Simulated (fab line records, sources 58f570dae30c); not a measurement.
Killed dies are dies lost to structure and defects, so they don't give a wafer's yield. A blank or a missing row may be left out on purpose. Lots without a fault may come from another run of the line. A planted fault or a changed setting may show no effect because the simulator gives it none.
Split-lot experiment | flow berkeley_cmos170 | 5 lots, 23 wafers read, on a route of 331 steps

THE SPLIT
At UCB170_M1_PEB_07, the setting peb_temp_c was moved away from the recipe's 130 C on 8 of the 23 wafers read, by -2.2% to +1.8%. The other wafers ran this setting at the recipe's value.

FROM THE SPLIT TO THE READING: what the file shows between them, 5 steps
- UCB170_M1_DEVELOP_08: develop time 45 s
- UCB170_M1_CD_MEAS_09: target cd 700 nm
- UCB170_M1_ETCH_11: etches BARC in N2/H2
- UCB170_M1_METAL_ETCH_12: etches Al in Cl2/BCl3, stops on PSG, target depth 780 nm, time 130 s
- UCB170_M1_STRIP_13: strips in O2

THE READING
cd_nm, in nm, at UCB170_M1_CD_MEAS_90 (target cd 700 nm). Fault-free wafers of this fab line usually give 700.0 nm, standard deviation 1.9 nm.

wafer  | tool, chamber at the split | peb_temp_c as run, C | against the recipe | cd_nm, nm | against lot-mates on the recipe
L076.1 | litho_track-04, 0          | 130                  | recipe             | 697.9     | -
L076.2 | litho_track-04, 0          | 130                  | recipe             | 697.7     | -
L076.4 | litho_track-04, 0          | 132.4                | +1.8%              | 682.8     | -14.9
L076.5 | litho_track-04, 0          | 132.4                | +1.8%              | 684.6     | -13.1
L076.6 | litho_track-04, 0          | 130                  | recipe             | 697.5     | -
L075.1 | litho_track-04, 0          | 130                  | recipe             | 700.8     | -
L075.3 | litho_track-04, 0          | 130                  | recipe             | 699.1     | -
L075.4 | litho_track-04, 0          | 130                  | recipe             | 699.2     | -
L079.1 | litho_track-04, 0          | 130                  | recipe             | 697.4     | -
L079.2 | litho_track-04, 0          | 130                  | recipe             | 697.9     | -
L079.4 | litho_track-04, 0          | 130                  | recipe             | 699.2     | -
L079.5 | litho_track-04, 0          | 130                  | recipe             | 700.5     | -
L079.6 | litho_track-04, 0          | 130                  | recipe             | 700.7     | -
L083.1 | litho_track-04, 0          | 130                  | recipe             | 701.9     | -
L083.2 | litho_track-04, 0          | 127.2                | -2.2%              | 721.3     | +20.3
L083.3 | litho_track-04, 0          | 130                  | recipe             | 700.0     | -
L083.4 | litho_track-04, 0          | 127.2                | -2.2%              | 725.5     | +24.5
L083.5 | litho_track-04, 0          | 127.2                | -2.2%              | 723.0     | +22.0
L084.2 | litho_track-03, 0          | 130                  | recipe             | 700.0     | -
L084.3 | litho_track-03, 0          | 131.3                | +1.0%              | 692.6     | -7.4
L084.4 | litho_track-03, 0          | 131.3                | +1.0%              | 689.2     | -10.8
L084.5 | litho_track-03, 0          | 130                  | recipe             | 699.9     | -
L084.6 | litho_track-03, 0          | 131.3                | +1.0%              | 687.4     | -12.6

THE FIT
A straight line over all 23 wafers: cd_nm changes by -10.2 nm for each +1% of peb_temp_c; r = -0.98; the points scatter about the line by 1.9 nm.
The same after taking each lot's own level away (the mean of its wafers on the recipe; 23 wafers): -9.55 nm for each +1%; r = -0.98; scatter 1.8 nm.
On that fit, the largest move of peb_temp_c shifts the reading by 21 nm.
The lots' own levels span 697.70 to 700.95 nm, that is 1.7 times the standard deviation above.
So the lot-to-lot level changes the slope little: the two slopes agree.
Check: with one of the wafers moved furthest among these (-2.2%) left out of the fit, the line predicts +21.2 nm for it against its lot-mates. It came out at +20.3 nm against them.

OTHER SPLITS ON THESE WAFERS
These wafers also went through other splits before the reading. Each is held against what the fit with the lots' levels taken away leaves over:
other split on the same wafers       | wafers away from the commonest value | r with cd_nm (lot level and that fit taken away)
UCB170_SILICIDE_SPUTTER_01 power_w   | 8                                    | +0.09
UCB170_CONTACT_COAT_04 resist_thk_nm | 7                                    | +0.07

THE WHOLE CHAIN: every reading that the file lists as answering this split, in the file's order
step                    | what it does                                                         | reading                                                   | change (the file's fit)              | r (the file's)
UCB170_M1_CD_MEAS_09    | target cd 700 nm                                                     | cd_nm                                                     | -8.78 nm for each +1% of the setting | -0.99
UCB170_M1_ETCH_11       | etches BARC in N2/H2                                                 | M1.cd_nm (the simulator's own value, which no gauge read) | -9.08 nm for each +1% of the setting | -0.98
UCB170_M1_METAL_ETCH_12 | etches Al in Cl2/BCl3, stops on PSG, target depth 780 nm, time 130 s | M1.cd_nm (the simulator's own value, which no gauge read) | -9.36 nm for each +1% of the setting | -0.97
UCB170_M1_CD_MEAS_90    | target cd 700 nm                                                     | cd_nm                                                     | -9.31 nm for each +1% of the setting | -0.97

THE FILE'S OWN FIT
cd_nm changes by -9.31 nm for each +1% of peb_temp_c, r = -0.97.
